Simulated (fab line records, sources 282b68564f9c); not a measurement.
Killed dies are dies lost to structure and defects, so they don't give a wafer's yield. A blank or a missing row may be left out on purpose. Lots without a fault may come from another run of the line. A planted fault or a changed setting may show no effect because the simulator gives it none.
One fault seen from 2 desks | flow rit_cmos | each desk has only its own numbers; what lay behind them comes last

THE METROLOGY DESK
What the gauges read, lot by lot, whatever tool the lot ran on: means of the sampled wafers that have a number. A lot is out of limits, marked OUT, if its mean lies more than 4 standard deviations from the usual mean; the brackets give that distance.
Columns: A = ACTIVE_OXIDE_THK at RIT_ACTIVE_THK_MEAS_02, usual 46.9 nm; B = ACTIVE_NITRIDE_THK at RIT_ACTIVE_THK_MEAS_04, usual 149.2 nm; C = cd_nm at RIT_ACTIVE_CD_MEAS_11, usual 1399.8 nm
lot  | first seen here | A    | B     | C
L390 | day 2 08:04     | 46.5 | 148.0 | 1401.5
L391 | day 2 13:29     | 48.2 | 149.7 | 1402.8
L394 | day 3 04:04     | 46.3 | 149.2 | 1400.9
L397 | day 3 19:04     | 46.7 | 151.6 | 1398.1
L400 | day 4 10:04     | 47.0 | 147.2 | 1402.3
L408 | day 6 02:04     | 46.3 | 149.0 | 1400.6
L409 | day 6 07:03     | 46.1 | 150.1 | 1398.1
This desk's finding: nothing out of limits on any of the 7 lots.

THE TOOL OWNER'S DESK: rie_diel-01
The tool's own readings at RIT_ACTIVE_ETCH_13 (etches Si3N4 in SF6, stops on SiO2, time 210 s, target depth 210 nm): means of the sampled wafers that have a number, for each lot that ran on this tool. A lot is out of limits, marked OUT, if its mean lies more than 4 standard deviations from the usual mean; the brackets give that distance.
Columns: A = drypump_motor_current_A at RIT_ACTIVE_ETCH_13, usual 5.6 A; B = oes_product_au at RIT_ACTIVE_ETCH_13, usual 0.814 a.u.; C = throttle_valve_pct at RIT_ACTIVE_ETCH_13, usual 7.47 %
lot  | first seen here | A   | B     | C
L390 | day 2 10:50     | 5.1 | 0.815 | 7.50
L391 | day 2 16:09     | 5.7 | 0.823 | 7.54
L394 | day 3 06:43     | 5.3 | 0.822 | 7.48
L397 | day 3 21:43     | 5.6 | 0.820 | 7.48
L408 | day 6 04:43     | 5.5 | 0.819 | 7.54
This desk's finding: nothing out of limits on any of the 5 lots.

PUT TOGETHER
The metrology desk saw nothing out of limits.
The tool owner's desk saw nothing out of limits.

WHAT THE SIMULATOR HAD PUT IN
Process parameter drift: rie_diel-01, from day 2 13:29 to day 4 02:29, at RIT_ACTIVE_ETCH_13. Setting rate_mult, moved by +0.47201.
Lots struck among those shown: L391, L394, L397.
